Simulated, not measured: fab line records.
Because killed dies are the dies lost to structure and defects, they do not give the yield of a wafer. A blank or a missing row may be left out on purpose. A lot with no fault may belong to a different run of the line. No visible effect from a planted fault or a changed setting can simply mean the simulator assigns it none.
fab line records -- flow ritCmos
record lots=5, wafers=15, lastDay=7
route steps=202 shown ACTIVE@5 FOX1@20 FOX2@23 NWELL@28 PWELL@39 M1@202
lots that met no fault: from a run of the same line without faults
startH: start of the lot's first displayed wafer, in hours after the record's first day -- waitH: hours elapsed since this lot's preceding step -- " unchanged from the row above -- L1.1+2: a row that stands for several wafers -- - value missing, or start not given -- * or withheld: withheld -- < > ~ a bound
route shown NAME@n: NAME is a module with steps in the file, n the number in the route of the first one -- usual: mean/standard deviation of fault-free wafers -- same: alike in all rows -- chamber/n: place in a boat -- sites: each site's reading -- _std_site: the standard deviation of these -- _edge_site: mean of outer sites minus mean of inner sites -- radiusMm: for every site, how far away it sits from the centre of the wafer -- mask NAME#n: copy n -- behind: the last tool/chamber to shape the wafer -- hold: what put the lot on hold/how long, in hours/how the hold closed -- device: which transistor (n, p or np) failed to switch -- end of line: at the end of the route, the tests of the same wafers -- for a step that has no rows: nothing shown but its recipe -- killed: dies lost to structure and defects at the first sort, not the wafer's yield -- map: a wafer's dies, marking killed ones x, the rest . and places with no die _
set.NAME: setting as actually run; set.NAME@STEP: the setting as run at that earlier step -- model.NAME: the simulator's own value behind a step, which no gauge read
certain route steps with their lots: each step a table, each wafer a row
services: when a tool's chamber went out of use (startH, in hours from the record's first day, below 0 if earlier), for how many hours, and the reason
## steps
# step RIT_ACTIVE_THK_MEAS_04
# recipe reads=Si3N4_of_ACTIVE_CVD_03
# usual ACTIVE_NITRIDE_THK=150.4/1.5
lot.wafer,tool,chamber,startH,waitH,ACTIVE_NITRIDE_THK[nm]
L972.1,filmMetro-04,-,28.53,0.0,149.0
L972.4,filmMetro-04,-,28.53,0.0,147.6
L972.6,filmMetro-04,-,28.53,0.0,148.7
L979.2,filmMetro-02,-,63.57,0.0,152.7
L979.3,filmMetro-02,-,63.57,0.0,151.1
L979.6,filmMetro-02,-,63.57,0.0,152.2
L980.2,filmMetro-04,-,69.13,0.0,151.3
L980.4,filmMetro-04,-,69.13,0.0,151.7
L980.5,filmMetro-04,-,69.13,0.0,151.7
L985.2,filmMetro-02,-,93.54,0.0,150.2
L985.3,filmMetro-02,-,93.54,0.0,151.0
L985.4,filmMetro-02,-,93.54,0.0,150.6
L989.1,filmMetro-04,-,114.27,0.0,152.0
L989.2,filmMetro-04,-,114.27,0.0,151.4
L989.6,filmMetro-04,-,114.27,0.0,152.0
# step RIT_ACTIVE_HMDS_05
# recipe primeTimeS=60, primeTempC=140
# step RIT_ACTIVE_COAT_06
# recipe resist=NOVOLAK, spinRpm=3309, resistThkNm=1000
# step RIT_ACTIVE_SOFTBAKE_07
# recipe resist=NOVOLAK, tempC=90, timeS=60
# step RIT_ACTIVE_EXPOSE_08
# recipe maskId=M1, na=0.6, sourceShape=conventional, sigmaOuter=0.6, targetCdNm=1400, doseMj=228.2
# step RIT_ACTIVE_PEB_09
# recipe resist=NOVOLAK, tempC=withheld, timeS=withheld
# step RIT_ACTIVE_DEVELOP_10
# recipe resist=NOVOLAK, developTimeS=50, devTempC=23
# step RIT_ACTIVE_CD_MEAS_11
# recipe targetCdNm=1400
# usual cdNm=1399.7/2.5
lot.wafer,tool,chamber,startH,waitH,cdNm
L972.1,cdSem-02,-,29.44,-,1401.6
L972.4,cdSem-02,-,29.44,-,1402.0
L972.6,cdSem-02,-,29.44,-,1402.1
L979.2,cdSem-02,-,64.49,-,1402.3
L979.3,cdSem-02,-,64.49,-,1399.0
L979.6,cdSem-02,-,64.49,-,1400.8
L980.2,cdSem-02,-,70.18,-,1400.3
L980.4,cdSem-02,-,70.18,-,1404.1
L980.5,cdSem-02,-,70.18,-,1400.4
L985.2,cdSem-02,-,94.46,-,1397.0
L985.3,cdSem-02,-,94.46,-,1397.9
L985.4,cdSem-02,-,94.46,-,1399.4
L989.1,cdSem-02,-,115.30,-,1394.0
L989.2,cdSem-02,-,115.30,-,1394.5
L989.6,cdSem-02,-,115.30,-,1392.7
# step RIT_ACTIVE_HARDBAKE_12
# recipe resist=NOVOLAK, tempC=140, timeS=60
# step RIT_ACTIVE_ETCH_13
# recipe stopOn=SiO2, chemistry=SF6, target=Si3N4, timeS=210, overEtchFrac=0.4, SF6_flow_sccm=200, pressureMtorr=260, rfW=125, targetDepthA=2100
# usual drypumpMotorCurrentA=5.8/0.5, oesProductAu=0.821/0.014, throttleValvePct=7.42/0.079
# same overEtchFrac=0.4
lot.wafer,tool,chamber,startH,waitH,drypumpMotorCurrentA,oesProductAu,rfHoursCounterH,throttleValvePct
L972.1,rieDiel-02,2,29.71,0.1,5.6,0.801,33,7.52
L972.4,rieDiel-02,0,29.71,0.1,6.5,0.805,127,7.45
L972.6,rieDiel-02,2,29.71,0.1,5.6,0.803,-,7.50
L979.2,rieDiel-04,0,64.74,0.1,5.2,0.800,103,7.44
L979.3,rieDiel-04,2,64.74,0.1,6.3,0.840,105,7.58
L979.6,rieDiel-04,1,64.74,0.1,5.5,0.826,-,7.36
L980.2,rieDiel-02,3,70.43,0.1,5.8,0.832,6,7.48
L980.4,rieDiel-02,0,70.43,0.1,6.5,0.811,128,7.47
L980.5,rieDiel-02,2,70.43,0.1,5.6,0.806,-,7.52
L985.2,rieDiel-02,1,94.71,0.1,5.5,0.808,85,7.51
L985.3,rieDiel-02,0,94.71,0.1,6.5,0.823,128,7.45
L985.4,rieDiel-02,3,94.71,0.1,5.8,0.824,6,7.46
L989.1,rieDiel-01,1,115.57,0.1,6.4,0.827,42,7.35
L989.2,rieDiel-01,0,115.57,0.1,5.9,0.807,37,7.29
L989.6,rieDiel-01,1,115.57,0.1,6.3,0.811,-,7.35
# step RIT_ACTIVE_STRIP_14
# recipe chemistry=O2, timeS=180, resist=NOVOLAK, platenTempC=withheld, powerW=500, pressureMtorr=4000, o2FlowSccm=4000
# usual drypumpMotorCurrentA=5.8/0.3
lot.wafer,tool,chamber,startH,waitH,drypumpMotorCurrentA,rfHoursCounterH
L972.1,plasmaAsher-02,1,29.84,0.1,5.6,25
L972.4,plasmaAsher-02,1,29.84,0.1,5.7,-
L972.6,plasmaAsher-02,1,29.84,0.1,5.7,-
L979.2,plasmaAsher-04,1,64.88,0.1,5.7,41
L979.3,plasmaAsher-04,1,64.88,0.1,5.7,-
L979.6,plasmaAsher-04,1,64.88,0.1,5.7,-
L980.2,plasmaAsher-02,0,70.56,0.1,6.3,29
L980.4,plasmaAsher-02,0,70.56,0.1,6.2,-
L980.5,plasmaAsher-02,1,70.56,0.1,5.6,-
L985.2,plasmaAsher-02,0,94.84,0.1,6.3,32
L985.3,plasmaAsher-02,0,94.84,0.1,6.2,-
L985.4,plasmaAsher-02,1,94.84,0.1,5.6,-
L989.1,plasmaAsher-04,1,115.71,0.1,5.7,47
L989.2,plasmaAsher-04,0,115.71,0.1,6.0,47
L989.6,plasmaAsher-04,0,115.71,0.1,6.0,-
# step RIT_ACTIVE_CD_MEAS_90
# recipe targetCdNm=1400
# usual cdNm=1399.7/2.5
lot.wafer,tool,chamber,startH,waitH,cdNm
L972.1,cdSem-01,-,30.02,0.1,1401.8
L972.4,cdSem-01,-,30.02,0.1,1402.0
L972.6,cdSem-01,-,30.02,0.1,1402.2
L979.2,cdSem-01,-,65.07,0.1,1402.6
L979.3,cdSem-01,-,65.07,0.1,1399.4
L979.6,cdSem-01,-,65.07,0.1,1400.7
L980.2,cdSem-01,-,70.75,0.1,1400.5
L980.4,cdSem-01,-,70.75,0.1,1403.9
L980.5,cdSem-01,-,70.75,0.1,1400.0
L985.2,cdSem-02,-,95.04,0.1,1396.7
L985.3,cdSem-02,-,95.04,0.1,1398.5
L985.4,cdSem-02,-,95.04,0.1,1399.0
L989.1,cdSem-01,-,115.88,0.1,1394.3
L989.2,cdSem-01,-,115.88,0.1,1394.9
L989.6,cdSem-01,-,115.88,0.1,1392.9
# step RIT_ACTIVE_CLEAN_15
# recipe chemistry=SC1, mix=3:3:50, timeS=600, tempC=75
lot.wafer,tool,chamber,startH,waitH
L972.1+4+6,wetBench-02,0,30.14,0.1
L979.2+3+6,wetBench-02,1,65.17,0.1
L980.2+4+5,wetBench-03,2,70.85,0.1
L985.2+3+4,wetBench-02,0,95.14,0.1
L989.1+2+6,wetBench-02,1,116.00,0.1
# step RIT_ACTIVE_CLEAN_16
# recipe chemistry=dHF, dilution=50:1, timeS=30
# step RIT_ACTIVE_CLEAN_17
# recipe chemistry=SC2, mix=3:3:50, timeS=600, tempC=75, dry=n2Spin
# step RIT_FOX1_OXIDATION_00
# recipe tempC=1100, ambient=H2O, targetThkA=3507, pH2oTorr=720, oxTimeS=1130
# step RIT_FOX1_THK_MEAS_01
# recipe reads=SiO2_of_FOX1_OXIDATION_00
# usual FOX1_OXIDE_THK=351/7.2
lot.wafer,tool,chamber,startH,waitH,FOX1_OXIDE_THK[nm]
L972.1,filmMetro-03,-,33.60,0.0,335
L972.4,filmMetro-03,-,33.60,0.0,340
L972.6,filmMetro-03,-,33.60,0.0,338
L979.2,filmMetro-02,-,68.33,0.0,353
L979.3,filmMetro-02,-,68.33,0.0,351
L979.6,filmMetro-02,-,68.33,0.0,352
L980.2,filmMetro-01,-,72.55,0.0,347
L980.4,filmMetro-01,-,72.55,0.0,344
L980.5,filmMetro-01,-,72.55,0.0,344
L985.2,filmMetro-01,-,97.44,0.0,356
L985.3,filmMetro-01,-,97.44,0.0,367
L985.4,filmMetro-01,-,97.44,0.0,354
L989.1,filmMetro-01,-,118.97,0.0,344
L989.2,filmMetro-01,-,118.97,0.0,342
L989.6,filmMetro-01,-,118.97,0.0,347
# step RIT_FOX1_WET_ETCH_02
# recipe chemistry=BOE, targetDepthNm=350, timeS=390, tempC=21.5, dry=n2Spin, dilution=10:1, target=SiO2
# step RIT_FOX2_OXIDATION_00
# recipe tempC=1100, ambient=H2O, targetThkA=3507, pH2oTorr=720, oxTimeS=1168
# step RIT_FOX2_THK_MEAS_01
# recipe reads=SiO2_of_FOX2_OXIDATION_00
# usual FOX2_OXIDE_THK=358/8
lot.wafer,tool,chamber,startH,waitH,FOX2_OXIDE_THK[nm]
L972.1,filmMetro-04,-,35.10,0.0,355
L972.4,filmMetro-04,-,35.10,0.0,354
L972.6,filmMetro-04,-,35.10,0.0,354
L979.2,filmMetro-03,-,69.82,0.0,361
L979.3,filmMetro-03,-,69.82,0.0,362
L979.6,filmMetro-03,-,69.82,0.0,360
L980.2,filmMetro-02,-,74.15,0.0,349
L980.4,filmMetro-02,-,74.15,0.0,353
L980.5,filmMetro-02,-,74.15,0.0,352
L985.2,filmMetro-03,-,99.44,0.0,357
L985.3,filmMetro-03,-,99.44,0.0,361
L985.4,filmMetro-03,-,99.44,0.0,357
L989.1,filmMetro-02,-,121.27,0.0,353
L989.2,filmMetro-02,-,121.27,0.0,354
L989.6,filmMetro-02,-,121.27,0.0,359
# step RIT_FOX2_CLEAN_02
# recipe chemistry=dHF, dilution=50:1, timeS=180
# step RIT_FOX2_WET_ETCH_03
# recipe chemistry=H3PO4, target=Si3N4, targetDepthNm=195, tempC=165, timeS=2700
# step RIT_FOX2_THK_MEAS_90
# recipe reads=SiO2_of_FOX2_OXIDATION_00
# usual FIELD_OXIDE_LEFT_1_THK=331/8.1
lot.wafer,tool,chamber,startH,waitH,FIELD_OXIDE_LEFT_1_THK[nm]
L972.1,filmMetro-03,-,36.12,0.0,328
L972.4,filmMetro-03,-,36.12,0.0,327
L972.6,filmMetro-03,-,36.12,0.0,327
L979.2,filmMetro-04,-,70.76,0.0,334
L979.3,filmMetro-04,-,70.76,0.0,334
L979.6,filmMetro-04,-,70.76,0.0,333
L980.2,filmMetro-02,-,75.03,0.0,322
L980.4,filmMetro-02,-,75.03,0.0,326
L980.5,filmMetro-02,-,75.03,0.0,325
L985.2,filmMetro-03,-,100.32,0.0,330
L985.3,filmMetro-03,-,100.32,0.0,333
L985.4,filmMetro-03,-,100.32,0.0,329
L989.1,filmMetro-04,-,122.21,0.0,326
L989.2,filmMetro-04,-,122.21,0.0,326
L989.6,filmMetro-04,-,122.21,0.0,331
# step RIT_NWELL_HMDS_00
# recipe primeTimeS=60, primeTempC=140
# step RIT_NWELL_COAT_01
# recipe resist=NOVOLAK, spinRpm=2000, resistThkNm=1300
# step RIT_NWELL_SOFTBAKE_02
# recipe resist=NOVOLAK, tempC=90, timeS=60
# step RIT_NWELL_EXPOSE_03
# recipe maskId=M2, na=0.57, targetCdNm=43900, doseMj=250
# step RIT_NWELL_PEB_04
# recipe resist=NOVOLAK, tempC=withheld, timeS=withheld
# step RIT_NWELL_DEVELOP_05
# recipe resist=NOVOLAK, developTimeS=68, devTempC=23
# step RIT_NWELL_OVL_MEAS_06
# usual NWELL_OVL=0.6/1.4
lot.wafer,tool,chamber,startH,waitH,NWELL_OVL[nm]
L972.1,overlay-01,-,37.19,-,1.6
L972.4,overlay-01,-,37.19,-,2.3
L972.6,overlay-01,-,37.19,-,-0.3
L979.2,overlay-02,-,71.82,-,1.2
L979.3,overlay-02,-,71.82,-,-1.3
L979.6,overlay-02,-,71.82,-,-0.9
L980.2,overlay-02,-,76.09,-,0.2
L980.4,overlay-02,-,76.09,-,-0.7
L980.5,overlay-02,-,76.09,-,0.6
L985.2,overlay-01,-,101.28,-,-0.2
L985.3,overlay-01,-,101.28,-,0.7
L985.4,overlay-01,-,101.28,-,0.5
L989.1,overlay-02,-,123.36,-,0.3
L989.2,overlay-02,-,123.36,-,-0.4
L989.6,overlay-02,-,123.36,-,-0.2
# step RIT_NWELL_HARDBAKE_07
# recipe resist=NOVOLAK, tempC=140, timeS=120
# step RIT_NWELL_IMPLANT_08
# recipe species=P, energyKev=170, doseCm2=5e+13, tiltDeg=7
# step RIT_NWELL_STRIP_09
# recipe chemistry=O2, timeS=180, resist=NOVOLAK, platenTempC=withheld, powerW=500, pressureMtorr=4000, o2FlowSccm=4000
# usual drypumpMotorCurrentA=5.8/0.55
lot.wafer,tool,chamber,startH,waitH,drypumpMotorCurrentA,rfHoursCounterH
L972.1,plasmaAsher-03,1,37.62,0.1,5.6,40
L972.4,plasmaAsher-03,0,37.62,0.1,5.3,-
L972.6,plasmaAsher-03,0,37.62,0.1,5.2,-
L979.2,plasmaAsher-02,1,72.25,0.1,5.7,29
L979.3,plasmaAsher-02,1,72.25,0.1,5.6,-
L979.6,plasmaAsher-02,0,72.25,0.1,6.2,-
L980.2,plasmaAsher-03,0,76.52,0.1,5.3,45
L980.4,plasmaAsher-03,0,76.52,0.1,5.3,-
L980.5,plasmaAsher-03,0,76.52,0.1,5.3,-
L985.2,plasmaAsher-01,0,101.71,0.1,6.6,44
L985.3,plasmaAsher-01,0,101.71,0.1,6.6,-
L985.4,plasmaAsher-01,1,101.71,0.1,5.0,-
L989.1,plasmaAsher-02,1,123.91,0.1,5.6,35
L989.2,plasmaAsher-02,0,123.91,0.1,6.3,35
L989.6,plasmaAsher-02,0,123.91,0.1,6.3,-
# step RIT_NWELL_TW_MEAS_10
# usual NWELL_TW=2131/13
lot.wafer,tool,chamber,startH,waitH,NWELL_TW
L972.1,filmMetro-01,-,37.80,0.1,2128
L972.4,filmMetro-01,-,37.80,0.1,2131
L972.6,filmMetro-01,-,37.80,0.1,2126
L979.2,filmMetro-03,-,72.43,0.1,2123
L979.3,filmMetro-03,-,72.43,0.1,2115
L979.6,filmMetro-03,-,72.43,0.1,2122
L980.2,filmMetro-03,-,76.71,0.1,2130
L980.4,filmMetro-03,-,76.71,0.1,2127
L980.5,filmMetro-03,-,76.71,0.1,2112
L985.2,filmMetro-03,-,101.89,0.1,2129
L985.3,filmMetro-03,-,101.89,0.1,2139
L985.4,filmMetro-03,-,101.89,0.1,2119
L989.1,filmMetro-01,-,124.08,0.1,2149
L989.2,filmMetro-01,-,124.08,0.1,2151
L989.6,filmMetro-01,-,124.08,0.1,2144
# step RIT_PWELL_HMDS_00
# recipe primeTimeS=60, primeTempC=140
# step RIT_PWELL_COAT_01
# recipe resist=NOVOLAK, spinRpm=2000, resistThkNm=1300
# step RIT_PWELL_SOFTBAKE_02
# recipe resist=NOVOLAK, tempC=90, timeS=60
# step RIT_PWELL_EXPOSE_03
# recipe maskId=M3, na=0.57, targetCdNm=43700, doseMj=250
# step RIT_PWELL_PEB_04
# recipe resist=NOVOLAK, tempC=withheld, timeS=withheld
# step RIT_PWELL_DEVELOP_05
# recipe resist=NOVOLAK, developTimeS=68, devTempC=23
# step RIT_PWELL_OVL_MEAS_06
# usual PWELL_OVL=0.9/1.4
lot.wafer,tool,chamber,startH,waitH,PWELL_OVL[nm]
L972.1,overlay-01,-,39.00,-,0.4
L972.4,overlay-01,-,39.00,-,1.4
L972.6,overlay-01,-,39.00,-,0.6
L979.2,overlay-02,-,73.50,-,3.1
L979.3,overlay-02,-,73.50,-,1.5
L979.6,overlay-02,-,73.50,-,0.9
L980.2,overlay-02,-,77.77,-,-1.0
L980.4,overlay-02,-,77.77,-,-1.8
L980.5,overlay-02,-,77.77,-,-2.2
L985.2,overlay-01,-,102.95,-,0.6
L985.3,overlay-01,-,102.95,-,0.7
L985.4,overlay-01,-,102.95,-,1.3
L989.1,overlay-02,-,125.02,-,3.1
L989.2,overlay-02,-,125.02,-,2.2
L989.6,overlay-02,-,125.02,-,1.6
# step RIT_PWELL_HARDBAKE_07
# recipe resist=NOVOLAK, tempC=140, timeS=120
# step RIT_M1_PROBE_99
# usual killed_at_M0_to_M3=0.0/0.12, killedAtContacts=0.1/0.24, killedAtFrontEnd=6.7/2.9, killedDies=6.8/2.9, killedOnRim=1.8/1.4, killedOpen=3.5/2, killedShort=3.2/1.9
# same grossDies=264, killed_at_M4_up=0, killedAtBackSide=0, killedAtOther=0
lot.wafer,tool,chamber,startH,waitH,killed_at_M0_to_M3,killedAtContacts,killedAtFrontEnd,killedDies,killedOnRim,killedOpen,killedShort
L972.1,prober-02,-,73.11,0.1,0,0,8,8,5,5,3
L972.4,prober-02,-,73.26,0.2,0,1,12,13,5,8,5
L972.6,prober-02,-,73.36,0.2,0,0,8,8,2,8,0
L979.2,prober-01,-,109.17,0.1,0,0,7,7,4,3,4
L979.3,prober-01,-,109.22,0.2,0,0,5,5,2,4,1
L979.6,prober-01,-,109.37,0.2,0,0,3,3,1,2,1
L980.2,prober-02,-,116.41,0.1,0,0,4,4,3,2,2
L980.4,prober-02,-,116.51,0.2,0,0,7,7,2,3,4
L980.5,prober-02,-,116.56,0.2,1,0,8,9,3,4,5
L985.2,prober-01,-,139.20,0.1,0,0,4,4,0,1,3
L985.3,prober-01,-,139.25,0.2,0,0,4,4,1,2,2
L985.4,prober-01,-,139.30,0.2,0,0,2,2,0,1,1
L989.1,prober-01,-,166.78,0.1,0,1,28,29,11,4,3
L989.2,prober-01,-,166.83,0.1,0,0,20,20,7,2,0
L989.6,prober-01,-,167.03,0.2,0,0,24,24,10,5,0
# killed by level:class
L972.1 GATE:geometricParticle:open=3 GATE:geometricParticle:short=2 FOX1:geometricParticle:open=1 REOX:geometricParticle:short=1 SILICIDE:geometricParticle:open=1
L972.4 FOX1:geometricParticle:open=2 GATE:geometricParticle:open=2 GATE:geometricParticle:short=2 FOX2:geometricParticle:open=1 FOX2:geometricParticle:short=1 REOX:geometricParticle:short=1 REOX:geometricParticle:open=1 SILICIDE:geometricParticle:short=1
L972.6 REOX:geometricParticle:open=4 FOX1:geometricParticle:open=2 FOX2:geometricParticle:open=1 GATE:geometricParticle:open=1
L979.2 GATE:geometricParticle:short=3 FOX1:geometricParticle:short=1 FOX1:geometricParticle:open=1 GATE:geometricParticle:open=1 SILICIDE:geometricParticle:open=1
L979.3 SILICIDE:geometricParticle:open=2 FOX2:geometricParticle:open=1 GATE:geometricParticle:open=1 GATE:geometricParticle:short=1
L979.6 GATE:geometricParticle:open=2 SILICIDE:geometricParticle:short=1
L980.2 GATE:geometricParticle:open=2 FOX2:geometricParticle:short=1 REOX:geometricParticle:short=1
L980.4 GATE:geometricParticle:short=3 FOX1:geometricParticle:open=1 REOX:geometricParticle:open=1 SPACER:geometricParticle:short=1 SILICIDE:geometricParticle:open=1
L980.5 FOX2:geometricParticle:short=3 GATE:geometricParticle:open=2 GATE:geometricParticle:short=1 REOX:geometricParticle:open=1 SPACER:geometricParticle:open=1 M1:geometricParticle:short=1
L985.2 GATE:geometricParticle:short=2 REOX:geometricParticle:short=1 REOX:geometricParticle:open=1
L985.3 GATE:geometricParticle:open=1 GATE:geometricParticle:short=1 SPACER:geometricParticle:open=1 SPACER:geometricParticle:short=1
L985.4 GATE:geometricParticle:open=1 GATE:geometricParticle:short=1
L989.1 ACTIVE:unspecified=22 GATE:geometricParticle:open=2 FOX1:geometricParticle:short=1 FOX2:geometricParticle:short=1 REOX:geometricParticle:short=1 SPACER:geometricParticle:open=1 CONTACT:geometricParticle:open=1
L989.2 ACTIVE:unspecified=18 FOX2:geometricParticle:open=1 SPACER:geometricParticle:open=1
L989.6 ACTIVE:unspecified=19 SPACER:geometricParticle:open=3 GATE:geometricParticle:open=1 SILICIDE:geometricParticle:open=1
# map L989.1 (x killed, . not)
________......._______
_____...........xx____
____...........xxxx___
___..........x..xxxx__
__.............xxxxxx_
__.............x.xxx._
_.....x............xx.
_.......x.............
_.....................
_.x...................
__..................._
__..............x...._
___.................__
____.x.............___
_____.......x.....____
________......._______
# map L979.2 (x killed, . not)
________......._______
_____.............____
____...............___
___x.....x..........__
__..................x_
__..................._
_.....................
_.....................
_.....................
_.....................
__..................._
__..x................_
___.................__
____..........x...x___
_____.........x...____
________......._______
## services
tool,chamber,startH,hours,kind
rieDiel-02,3,14.93,2.7,repair
rieDiel-04,0,18.60,19.5,repair
rieDiel-01,1,22.43,3.9,repair
plasmaAsher-02,-,32.06,0.5,repair
rieDiel-01,1,40.32,3.1,repair
rieDiel-01,0,41.66,2.5,repair
rieDiel-02,1,52.51,3.5,repair
plasmaAsher-01,-,65.01,13.4,repair
plasmaAsher-01,-,108.75,9.0,pm
plasmaAsher-01,0,108.75,9.0,ventCycle
plasmaAsher-01,1,108.75,9.0,ventCycle
plasmaAsher-01,0,117.75,-,clean
plasmaAsher-01,1,117.75,-,clean
plasmaAsher-01,-,119.94,4.3,repair
rieDiel-02,1,123.41,11.2,repair
rieDiel-04,3,123.55,3.6,repair
## key
firstSign step=RIT_M1_PROBE_99, reading=killedDies, direction=up, sigmas=6.1, usual=6.8, struck=24.3
effect step=RIT_M1_PROBE_99, reading=killedAtFrontEnd, direction=up, sigmas=6.1, usual=6.7, struck=24
metAt RIT_ACTIVE_CLEAN_15
struckWafers L989.1,L989.2,L989.6
testerLeftOut L989
onsetBetween 65.17 116.00
alsoFits time
fault kind=chamberParticleSource, tool=wetBench-02, chamber=1, onsetH=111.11, steps=RIT_ACTIVE_CLEAN_15, ratePerVisitCm2=0.74538, endH=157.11
# testerLeftOut: of these lots the tester's yield and bins aren't shown, on N5 and GAA mostly nor the transistor test; their killed dies are dies lost to structure and defects alone, not to doping, threshold or leakage, so they don't give the yield
